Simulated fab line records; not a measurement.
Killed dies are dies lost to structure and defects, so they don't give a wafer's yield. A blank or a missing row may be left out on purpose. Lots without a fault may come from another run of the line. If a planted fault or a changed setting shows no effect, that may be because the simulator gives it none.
fab line records    flow rit_cmos
record: lots: 5  wafers: 15  last_day: 7
route steps=202 shown ACTIVE@1 M1@202
lots that met no fault: taken from a fault-free run of the same line
start_h: start of the lot's first displayed wafer, in hours after the record's first day    wait_h: hours since the lot's step before    " repeats the value in the row above    L1.1+2: several wafers, shown together as one row    - either no value or no given start    * or withheld: withheld    < > ~ a bound
route shown NAME@n: names a module that has steps shown in the file, with the first one's number in the route    usual: mean and standard deviation over wafers with no fault    same: alike in all rows    chamber/n: place in a boat    sites: readings site by site    _std_site: the standard deviation of these    _edge_site: the outer-site mean with the inner-site mean subtracted    radius_mm: for every site, how far away it sits from the centre of the wafer    mask NAME#n: copy n    behind: the last tool/chamber to shape the wafer    hold: what put the lot on hold/how long, in hours/how the hold closed    device: names the non-switching transistor (n, p or np)    end of line: tests of these same wafers at the route's end    step lacking rows: just its recipe    killed: dies lost to structure and defects at the first sort, not the wafer's yield    map: dies across one wafer; x = killed, . = not, _ = none there
set.NAME: the run value of the setting; set.NAME@STEP: its run value at that earlier step    model.NAME: the simulator's own value behind a step, which no gauge read
certain route steps with their lots: each step a table, each wafer a row
services: a tool's chamber out of use, with start hour (start_h, from the record's first day; less than 0 if before it), hours out, and reason
== steps ==
step: RIT_ACTIVE_BOW_MEAS_00
recipe: mode: bow
usual: INCOMING_BOW: 0/6.3
lot.wafer  tool           chamber  start_h  wait_h  INCOMING_BOW[um]
L391.1     film_metro-03  -        30.00    -       -15
L391.3     "              -        "        "       -6
L391.5     "              -        "        "       -5
L392.2     film_metro-03  -        35.02    -       0
L392.4     "              -        "        "       3
L392.5     "              -        "        "       1
L394.2     film_metro-01  -        45.02    -       3
L394.3     "              -        "        "       -2
L394.5     "              -        "        "       -6
L402.1     film_metro-02  -        85.00    -       -9
L402.3     "              -        "        "       1
L402.4     "              -        "        "       -3
L407.3     film_metro-03  -        110.04   -       2
L407.5     "              -        "        "       14
L407.6     "              -        "        "       -4
step: RIT_ACTIVE_OXIDATION_01
recipe: temp_c: 1000  ambient: O2  target_thk_a: 468  ox_time_s: 3360
step: RIT_ACTIVE_THK_MEAS_02
recipe: reads: SiO2_of_ACTIVE_OXIDATION_01
usual: ACTIVE_OXIDE_THK: 46.8/0.8
lot.wafer  tool           chamber  start_h  wait_h  ACTIVE_OXIDE_THK[nm]
L391.1     film_metro-02  -        32.12    0.0     46.1
L391.3     "              -        "        "       45.5
L391.5     "              -        "        "       45.2
L392.2     film_metro-01  -        37.23    0.0     47.7
L392.4     "              -        "        "       47.7
L392.5     "              -        "        "       47.5
L394.2     film_metro-01  -        47.06    0.0     46.9
L394.3     "              -        "        "       46.5
L394.5     "              -        "        "       47.0
L402.1     film_metro-03  -        87.36    0.0     46.1
L402.3     "              -        "        "       45.3
L402.4     "              -        "        "       46.2
L407.3     film_metro-03  -        113.05   0.0     46.4
L407.5     "              -        "        "       46.5
L407.6     "              -        "        "       47.2
step: RIT_ACTIVE_CVD_03
recipe: material: Si3N4  target_thk_nm: 150  temp_c: 810  precursor: SiH2Cl2/NH3  time_s: 1500  pressure_mtorr: 300  sih2cl2_flow_sccm: 60  nh3_flow_sccm: 150
step: RIT_ACTIVE_THK_MEAS_04
recipe: reads: Si3N4_of_ACTIVE_CVD_03
usual: ACTIVE_NITRIDE_THK: 149.7/1.4
lot.wafer  tool           chamber  start_h  wait_h  ACTIVE_NITRIDE_THK[nm]
L391.1     film_metro-01  -        33.60    0.0     148.2
L391.3     "              -        "        "       148.7
L391.5     "              -        "        "       148.0
L392.2     film_metro-01  -        38.71    0.0     148.6
L392.4     "              -        "        "       149.0
L392.5     "              -        "        "       148.6
L394.2     film_metro-03  -        48.54    0.0     149.3
L394.3     "              -        "        "       151.0
L394.5     "              -        "        "       150.0
L402.1     film_metro-01  -        88.83    0.0     149.9
L402.3     "              -        "        "       148.3
L402.4     "              -        "        "       148.8
L407.3     film_metro-01  -        114.52   0.0     148.4
L407.5     "              -        "        "       148.9
L407.6     "              -        "        "       149.6
step: RIT_ACTIVE_HMDS_05
recipe: prime_time_s: 60  prime_temp_c: 140
step: RIT_ACTIVE_COAT_06
recipe: resist: NOVOLAK  spin_rpm: 3250  resist_thk_nm: 1000
step: RIT_ACTIVE_SOFTBAKE_07
recipe: resist: NOVOLAK  temp_c: 90  time_s: 60
step: RIT_ACTIVE_EXPOSE_08
recipe: mask_id: M1  na: 0.6  source_shape: conventional  sigma_outer: 0.6  target_cd_nm: 1400  dose_mj: 225
usual: exposure_dose_mJ_cm2: 224.90/0.22  focus_offset_nm: 0.0/0.53
lot.wafer  tool              chamber  start_h  wait_h  mask  exposure_dose_mJ_cm2  focus_offset_nm
L391.1     iline_stepper-02  0        34.11    0.1     M1#0  224.67                0.2
L391.3     "                 0        "        "       M1#0  224.98                0.4
L391.5     "                 0        "        "       M1#0  224.65                -0.6
L392.2     iline_stepper-02  0        39.26    0.1     M1#0  224.94                -0.1
L392.4     "                 0        "        "       M1#0  224.90                -0.3
L392.5     "                 0        "        "       M1#0  224.84                0.2
L394.2     iline_stepper-02  0        49.06    0.1     M1#0  224.77                0.8
L394.3     "                 0        "        "       M1#0  225.02                0.5
L394.5     "                 0        "        "       M1#0  224.73                0.1
L402.1     iline_stepper-01  0        89.47    0.2     M1#0  225.10                -0.4
L402.3     "                 0        "        "       M1#0  224.85                0.0
L402.4     "                 0        "        "       M1#0  225.21                0.6
L407.3     iline_stepper-01  0        115.05   0.1     M1#0  221.76                0.4
L407.5     "                 0        "        "       M1#0  221.62                -0.1
L407.6     "                 0        "        "       M1#0  222.34                0.3
step: RIT_ACTIVE_PEB_09
recipe: resist: NOVOLAK  temp_c: withheld  time_s: withheld
step: RIT_ACTIVE_DEVELOP_10
recipe: resist: NOVOLAK  develop_time_s: 50  dev_temp_c: 23
step: RIT_ACTIVE_CD_MEAS_11
recipe: target_cd_nm: 1400
usual: cd_nm: 1400.2/2
lot.wafer  tool       chamber  start_h  wait_h  cd_nm
L391.1     cd_sem-02  -        34.51    -       1400.8
L391.3     "          -        "        "       1402.7
L391.5     "          -        "        "       1403.3
L392.2     cd_sem-01  -        39.66    -       1398.5
L392.4     "          -        "        "       1399.2
L392.5     "          -        "        "       1401.0
L394.2     cd_sem-01  -        49.46    -       1403.1
L394.3     "          -        "        "       1402.5
L394.5     "          -        "        "       1402.1
L402.1     cd_sem-01  -        89.87    -       1401.5
L402.3     "          -        "        "       1400.2
L402.4     "          -        "        "       1400.4
L407.3     cd_sem-01  -        115.45   -       1361.6
L407.5     "          -        "        "       1382.6
L407.6     "          -        "        "       1393.7
step: RIT_ACTIVE_HARDBAKE_12
recipe: resist: NOVOLAK  temp_c: 140  time_s: 60
step: RIT_ACTIVE_ETCH_13
recipe: stop_on: SiO2  chemistry: SF6  target: Si3N4  time_s: 210  over_etch_frac: 0.4  SF6_flow_sccm: 200  pressure_mtorr: 260  rf_w: 125  target_depth_a: 2100
usual: chamber_pressure_mTorr: 259.99/0.22  drypump_motor_current_A: 5.9/0.49  oes_product_au: 0.818/0.014  rf_fwd_power_W: 124.5/0.39  throttle_valve_pct: 7.47/0.15
lot.wafer  tool         chamber  start_h  wait_h  chamber_pressure_mTorr  drypump_motor_current_A  oes_product_au  rf_fwd_power_W  rf_hours_counter_h  throttle_valve_pct  model.ACTIVE.cd_nm
L391.1     rie_diel-01  3        34.78    0.1     259.69                  5.9                      0.813           124.2           113                 7.28                1401
L391.3     "            1        "        "       260.03                  5.5                      0.819           124.3           90                  7.46                1403
L391.5     "            1        "        "       259.77                  5.5                      0.818           124.0           -                   7.46                1403
L392.2     rie_diel-01  1        39.91    0.1     260.11                  5.5                      0.827           124.6           90                  7.44                1398
L392.4     "            3        "        "       259.48                  5.9                      0.813           125.0           113                 7.28                1399
L392.5     "            3        "        "       260.20                  5.9                      0.812           124.8           -                   7.27                1401
L394.2     rie_diel-04  1        49.71    0.1     260.06                  5.7                      0.816           124.0           32                  7.43                1403
L394.3     "            3        "        "       259.85                  6.1                      0.822           124.5           92                  7.76                1403
L394.5     "            1        "        "       259.72                  5.7                      0.817           123.8           -                   7.42                1402
L402.1     rie_diel-04  0        90.14    0.1     259.75                  4.7                      0.797           124.7           84                  7.41                1401
L402.3     "            3        "        "       260.30                  6.1                      0.819           124.0           93                  7.75                1400
L402.4     "            2        "        "       260.15                  5.5                      0.836           125.0           96                  7.74                1400
L407.3     rie_diel-01  3        115.68   0.1     260.02                  5.9                      0.812           124.8           115                 7.27                1361
L407.5     "            0        "        "       259.93                  6.3                      0.801           124.6           -                   7.52                1383
L407.6     "            3        "        "       259.78                  6.0                      0.822           124.5           -                   7.28                1394
step: RIT_ACTIVE_STRIP_14
recipe: chemistry: O2  time_s: 180  resist: NOVOLAK  platen_temp_c: withheld  power_w: 500  pressure_mtorr: 4000  o2_flow_sccm: 4000
usual: chamber_pressure_mTorr: 4000/3.5  drypump_motor_current_A: 6.06/0.29  rf_refl_power_W: 7.1/1.2
lot.wafer  tool             chamber  start_h  wait_h  chamber_pressure_mTorr  drypump_motor_current_A  rf_hours_counter_h  rf_refl_power_W
L391.1     plasma_asher-04  0        34.91    0.1     3999                    6.05                     24                  6.3
L391.3     "                0        "        "       3996                    6.04                     -                   6.5
L391.5     "                1        "        "       4004                    6.12                     -                   5.7
L392.2     plasma_asher-04  1        40.04    0.1     3997                    6.14                     25                  5.7
L392.4     "                1        "        "       4002                    6.14                     -                   5.8
L392.5     "                1        "        "       4002                    6.14                     -                   5.8
L394.2     plasma_asher-01  0        49.84    0.1     4002                    6.28                     41                  8.7
L394.3     "                1        "        "       4004                    5.89                     -                   6.5
L394.5     "                1        "        "       4000                    5.90                     -                   6.4
L402.1     plasma_asher-04  0        90.27    0.1     3996                    6.02                     31                  6.5
L402.3     "                0        "        "       3997                    6.00                     -                   6.4
L402.4     "                1        "        "       3996                    6.15                     -                   5.9
L407.3     plasma_asher-02  0        115.87   0.1     3993                    5.29                     -                   9.3
L407.5     "                0        "        "       4003                    5.29                     -                   9.7
L407.6     "                1        "        "       4002                    6.46                     -                   7.4
step: RIT_M1_PROBE_99
usual: killed_at_contacts: 0.1/0.34  killed_at_front_end: 6.9/2.8  killed_dies: 7.1/2.8  killed_open: 3.4/1.9  killed_short: 3.6/1.7
same: gross_dies: 264  killed_at_M0_to_M3: 0  killed_at_M4_up: 0  killed_at_back_side: 0  killed_at_other: 0
lot.wafer  tool       chamber  start_h  wait_h  killed_at_contacts  killed_at_front_end  killed_dies  killed_open  killed_short
L391.1     prober-01  -        82.11    0.1     0                   5                    5            2            3
L391.3     prober-01  -        82.21    0.2     0                   5                    5            3            2
L391.5     prober-01  -        82.31    0.2     0                   10                   10           5            5
L392.2     prober-02  -        86.63    0.1     0                   9                    9            3            6
L392.4     prober-02  -        86.73    0.2     0                   6                    6            3            3
L392.5     prober-02  -        86.78    0.2     0                   10                   10           5            5
L394.2     prober-02  -        93.42    0.1     1                   4                    5            2            3
L394.3     prober-02  -        93.47    0.2     0                   2                    2            1            1
L394.5     prober-02  -        93.57    0.2     0                   8                    8            4            4
L402.1     prober-02  -        137.26   0.1     0                   6                    6            2            4
L402.3     prober-02  -        137.36   0.2     0                   4                    4            1            3
L402.4     prober-02  -        137.41   0.2     0                   6                    6            2            4
L407.3     prober-02  -        159.01   0.2     0                   12                   12           7            5
L407.5     prober-02  -        159.11   0.2     0                   5                    5            2            3
L407.6     prober-02  -        159.16   0.2     0                   12                   12           10           2
killed by level:class
L391.1 GATE:geometric_particle:short=2 FOX2:geometric_particle:short=1 GATE:geometric_particle:open=1 SILICIDE:geometric_particle:open=1
L391.3 REOX:geometric_particle:short=2 GATE:geometric_particle:open=1 REOX:geometric_particle:open=1 SPACER:geometric_particle:open=1
L391.5 GATE:geometric_particle:open=2 GATE:geometric_particle:short=2 REOX:geometric_particle:short=2 FOX1:geometric_particle:open=1 REOX:geometric_particle:open=1 SPACER:geometric_particle:open=1 SILICIDE:geometric_particle:short=1
L392.2 GATE:geometric_particle:short=4 GATE:geometric_particle:open=2 FOX1:geometric_particle:short=1 REOX:geometric_particle:short=1 REOX:geometric_particle:open=1
L392.4 GATE:geometric_particle:open=3 GATE:geometric_particle:short=2 REOX:geometric_particle:short=1
L392.5 FOX1:geometric_particle:open=2 GATE:geometric_particle:short=2 REOX:geometric_particle:open=2 REOX:geometric_particle:short=2 ACTIVE:geometric_particle:short=1 FOX2:geometric_particle:open=1
L394.2 REOX:geometric_particle:open=2 FOX1:geometric_particle:short=1 SPACER:geometric_particle:short=1 CONTACT:geometric_particle:short=1
L394.3 FOX1:geometric_particle:open=1 FOX1:geometric_particle:short=1
L394.5 FOX1:geometric_particle:short=2 SPACER:geometric_particle:open=2 FOX1:geometric_particle:open=1 FOX2:geometric_particle:short=1 GATE:geometric_particle:open=1 GATE:geometric_particle:short=1
L402.1 SPACER:geometric_particle:short=2 GATE:geometric_particle:open=1 REOX:geometric_particle:short=1 SPACER:geometric_particle:open=1 SILICIDE:geometric_particle:short=1
L402.3 FOX2:geometric_particle:short=2 GATE:geometric_particle:short=1 REOX:geometric_particle:open=1
L402.4 SILICIDE:geometric_particle:short=2 FOX1:geometric_particle:open=1 GATE:geometric_particle:short=1 GATE:geometric_particle:open=1 SPACER:geometric_particle:short=1
L407.3 GATE:geometric_particle:open=5 GATE:geometric_particle:short=3 SPACER:geometric_particle:open=2 REOX:geometric_particle:short=1 SPACER:geometric_particle:short=1
L407.5 FOX1:geometric_particle:short=2 ACTIVE:geometric_particle:open=1 GATE:geometric_particle:open=1 SPACER:geometric_particle:short=1
L407.6 GATE:geometric_particle:open=4 SILICIDE:geometric_particle:open=3 FOX1:geometric_particle:open=1 GATE:geometric_particle:short=1 REOX:geometric_particle:open=1 SPACER:geometric_particle:short=1 SPACER:geometric_particle:open=1
== services ==
tool              chamber  start_h  hours  kind
rie_diel-04       1        18.81    7.7    repair
iline_stepper-01  -        27.39    4.4    pm
iline_stepper-02  0        30.77    -      calibration
plasma_asher-02   -        40.67    2.8    pm
rie_diel-04       3        44.83    3.5    repair
iline_stepper-02  -        64.92    4.4    pm
rie_diel-04       2        79.64    9.2    repair
rie_diel-01       -        83.07    0.5    repair
rie_diel-01       -        94.23    0.4    repair
rie_diel-04       1        96.51    3.7    repair
plasma_asher-01   -        111.83   4.1    repair
== key ==
first_sign: step: RIT_ACTIVE_EXPOSE_08  reading: exposure_dose_mJ_cm2  direction: down  sigmas: 14  usual: 224.90  struck: 221.91
effect: step: RIT_ACTIVE_CD_MEAS_11  reading: cd_nm  direction: down  sigmas: 10  usual: 1400.2  struck: 1379.3  through: control_loop
model_effect: step: RIT_ACTIVE_ETCH_13  value: ACTIVE.cd_nm  without: 1398  struck: 1379
met_at RIT_ACTIVE_EXPOSE_08
struck_wafers L407.3,L407.5,L407.6
tester_left_out L407
loop_trim: step: RIT_ACTIVE_EXPOSE_08  setting: dose  lots: L407
onset_between 89.47 115.05
fault: kind: process_parameter_drift  tool: iline_stepper-01  chamber: -  onset_h: 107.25  steps: RIT_ACTIVE_EXPOSE_08  channel: focus_nm  offset: 535.89  spread_by_wafer: 0.3  shape: step  end_h: 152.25
tester_left_out: of these lots the tester's yield and bins aren't shown, on N5 and GAA mostly nor the transistor test; their killed dies are dies lost to structure and defects alone, not to doping, threshold or leakage, so they don't give the yield
loop_trim: a control loop set the setting to another value than it would have without faults
